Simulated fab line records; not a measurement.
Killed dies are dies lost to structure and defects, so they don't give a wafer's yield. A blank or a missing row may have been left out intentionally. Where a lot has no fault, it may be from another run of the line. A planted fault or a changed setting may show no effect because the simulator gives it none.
A struck lot beside a sound one | flow ritCmos | 44 steps out of a route of 202
Sound: wafers L401.3, L401.4, L401.5. Struck: wafer L408.3 (left out: L408.1, L408.4 of the same lot, which were not struck); the cause appears at the end.
Order at every step that has rows: each side's tool, ch and its chambers, its first start. Under that, the readings that differ: sound wafers | struck wafers | difference of the means | sigmas: that difference in standard deviations of wafers without a fault.
alike: readings whose means differ by less than 2 such deviations, and words and numbers that are the same on both sides. not compared: withheld readings, readings that some wafer has no value for, bounds like >300 that may hide the same value, and numbers for which the record gives no deviation and whose values overlap.
A row with sigmas, a row that says differs or no value, or rows on one side alone: a step with any of these is where the two part. When numbers do not overlap yet have no deviation, they are printed without sigmas and do not part them. A reading missing from all wafers of one side parts the sides only when that side holds two or more wafers.

first, 2 steps without rows for these wafers: RIT_PLDD_PEB_04; RIT_PLDD_DEVELOP_05 (develop time 50 s).
RIT_PLDD_OVL_MEAS_06:
  struck on overlay-02, day 5 03:49; sound on overlay-01, day 4 03:20
  alike: PLDD_OVL
then, 2 steps without rows for these wafers: RIT_PLDD_HARDBAKE_07 (time 60 s); RIT_PLDD_IMPLANT_08.
RIT_PLDD_STRIP_09: strips in O2, time 180 s.
  sound on plasmaAsher-02 ch 0,1, day 4 03:43; struck on plasmaAsher-04 ch 0, day 5 04:09
  alike: drypumpMotorCurrentA
  not compared: rfHoursCounterH
RIT_PLDD_TW_MEAS_10:
  struck on filmMetro-01, day 5 04:20; sound on filmMetro-04, day 4 03:50
  alike: PLDD_TW
then, 4 steps without rows for these wafers: RIT_SPACER_CLEAN_00 (cleans in SC1, time 600 s); RIT_SPACER_CLEAN_01 (cleans in dHF, time 30 s); RIT_SPACER_CLEAN_02 (cleans in SC2, time 600 s); RIT_SPACER_CVD_03 (deposits Si3N4 from SiH2Cl2/NH3, target thk 250 nm, time 3300 s).
RIT_SPACER_THK_MEAS_04:
  struck on filmMetro-03, day 5 06:40; sound on filmMetro-02, day 4 06:51
reading                 | sound             | struck | difference | sigmas
SPACER_NITRIDE_THK (nm) | 243.4 245.9 245.7 | 251.2  | +6.2       | +3
RIT_SPACER_ETCHBACK_05: etches Si3N4 in SF6/CHF3, stops on SiO2, target depth 250 nm, time 240 s.
  sound on rieDiel-03 ch 0,2,3, day 4 06:53; struck on rieDiel-04 ch 3, day 5 06:44
reading                                 | sound             | struck | difference | sigmas
oesProductAu (a.u.)                     | 0.826 0.823 0.843 | 0.774  | -0.057     | -4
runLengthS (s)                          | 267.8 268.0 268.6 | 311.1  | +43.0      | +98
model.poly-Si_of_GATE_CVD_08.thkNm (nm) | 164.4 166.7 165.2 | 155.6  | -9.8       | 
model.Si3N4_of_SPACER_CVD_03.thkNm (nm) | 189.1 193.9 192.3 | 186.7  | -5.1       | 
  alike: drypumpMotorCurrentA, throttleValvePct
  not compared: rfHoursCounterH
then, 6 steps without rows for these wafers: RIT_NSD_HMDS_00 (prime time 60 s); RIT_NSD_COAT_01 (resist thk 1000 nm); RIT_NSD_SOFTBAKE_02 (time 60 s); RIT_NSD_EXPOSE_03 (exposes mask M9, target cd 40700 nm); RIT_NSD_PEB_04; RIT_NSD_DEVELOP_05 (develop time 50 s).
RIT_NSD_OVL_MEAS_06:
  struck on overlay-01, day 5 07:51; sound on overlay-02, day 4 08:27
  alike: NSD_OVL
then, 2 steps without rows for these wafers: RIT_NSD_HARDBAKE_07 (time 60 s); RIT_NSD_IMPLANT_08.
RIT_NSD_STRIP_09: strips in O2, time 180 s.
  sound on plasmaAsher-03 ch 0,1, day 4 08:50; struck on plasmaAsher-01 ch 0, day 5 08:11
  alike: drypumpMotorCurrentA
  not compared: rfHoursCounterH
RIT_NSD_TW_MEAS_10:
  struck on filmMetro-01, day 5 08:22; sound on filmMetro-01, day 4 08:58
  alike: NSD_TW
then, 6 steps without rows for these wafers: RIT_PSD_HMDS_00 (prime time 60 s); RIT_PSD_COAT_01 (resist thk 1000 nm); RIT_PSD_SOFTBAKE_02 (time 60 s); RIT_PSD_EXPOSE_03 (exposes mask M10, target cd 40900 nm); RIT_PSD_PEB_04; RIT_PSD_DEVELOP_05 (develop time 50 s).
RIT_PSD_OVL_MEAS_06:
  struck on overlay-02, day 5 09:33; sound on overlay-02, day 4 09:54
  alike: PSD_OVL
then, 2 steps without rows for these wafers: RIT_PSD_HARDBAKE_07 (time 60 s); RIT_PSD_IMPLANT_08.
RIT_PSD_STRIP_09: strips in O2, time 180 s.
  sound on plasmaAsher-03 ch 0,1, day 4 10:17; struck on plasmaAsher-01 ch 1, day 5 09:53
reading                  | sound       | struck | difference | sigmas
drypumpMotorCurrentA (A) | 5.9 6.0 5.9 | 5.0    | -0.9       | -2
  not compared: rfHoursCounterH
RIT_PSD_TW_MEAS_10:
  struck on filmMetro-01, day 5 10:04; sound on filmMetro-01, day 4 10:25
  alike: PSD_TW
then, 2 steps without rows for these wafers: RIT_SDANNEAL_CLEAN_00 (cleans in SC1, time 600 s); RIT_SDANNEAL_CLEAN_01 (cleans in dHF, time 30 s).
RIT_SDANNEAL_CLEAN_02: cleans in SC2, time 600 s.
  sound on wetBench-04 ch 0, day 4 10:39; struck on wetBench-01 ch 2, day 5 10:26
reading                                 | sound           | struck | difference | sigmas
model.poly-Si_of_GATE_CVD_08.thkNm (nm) | 160 162.4 160.8 | 151.3  | -9.8       | 
RIT_SDANNEAL_RTA_03: time 5 s.
  sound on rtpAnneal-02 ch 0, day 4 10:50; struck on rtpAnneal-01 ch 0, day 5 10:36
reading          | sound                | struck | difference | sigmas
wafer_temp_C_max | 1052.9 1054.5 1052.2 | 1055.4 | +2.2       | +2
  alike: chamberO2Ppm
RIT_SDANNEAL_RS_MEAS_04: measurement is done with a four-point probe.
  struck on filmMetro-03, day 5 10:40; sound on filmMetro-03, day 4 10:55
reading         | sound             | struck | difference | sigmas
PSD_RS (ohm/sq) | 115.2 115.4 115.8 | 116.2  | +0.7       | +2
RIT_SDANNEAL_RS_MEAS_05: measurement is done with a four-point probe.
  struck on filmMetro-03, day 5 10:47; sound on filmMetro-03, day 4 11:02
reading         | sound             | struck | difference | sigmas
NSD_RS (ohm/sq) | 84.48 84.12 84.55 | 85.05  | +0.67      | +3
RIT_SDANNEAL_RS_MEAS_06: measurement is done with a four-point probe.
  struck on filmMetro-03, day 5 10:54; sound on filmMetro-03, day 4 11:10
  alike: PLDD_RS
RIT_SILICIDE_WET_ETCH_00: etches SiO2 in BOE, target depth 14 nm, time 15 s.
  sound on wetBench-02 ch 0, day 4 11:22; struck on wetBench-02 ch 1, day 5 11:08
reading                                 | sound           | struck | difference | sigmas
model.Si3N4_of_SPACER_CVD_03.thkNm (nm) | 188 192.7 191.1 | 185.5  | -5.1       | 
RIT_M1_PROBE_99:
  struck on prober-01, day 5 18:10; sound on prober-01, day 4 20:14
  alike: killedAtContacts, killedAtFrontEnd, killedDies, killedOpen, killedShort

## WHERE THEY PART
At RIT_SPACER_THK_MEAS_04 first; at RIT_SDANNEAL_RS_MEAS_05 last (within this record only). Later steps at which nothing parts them and some readings are alike: RIT_SDANNEAL_RS_MEAS_06, RIT_M1_PROBE_99.

WHY: what had been put in by the simulator
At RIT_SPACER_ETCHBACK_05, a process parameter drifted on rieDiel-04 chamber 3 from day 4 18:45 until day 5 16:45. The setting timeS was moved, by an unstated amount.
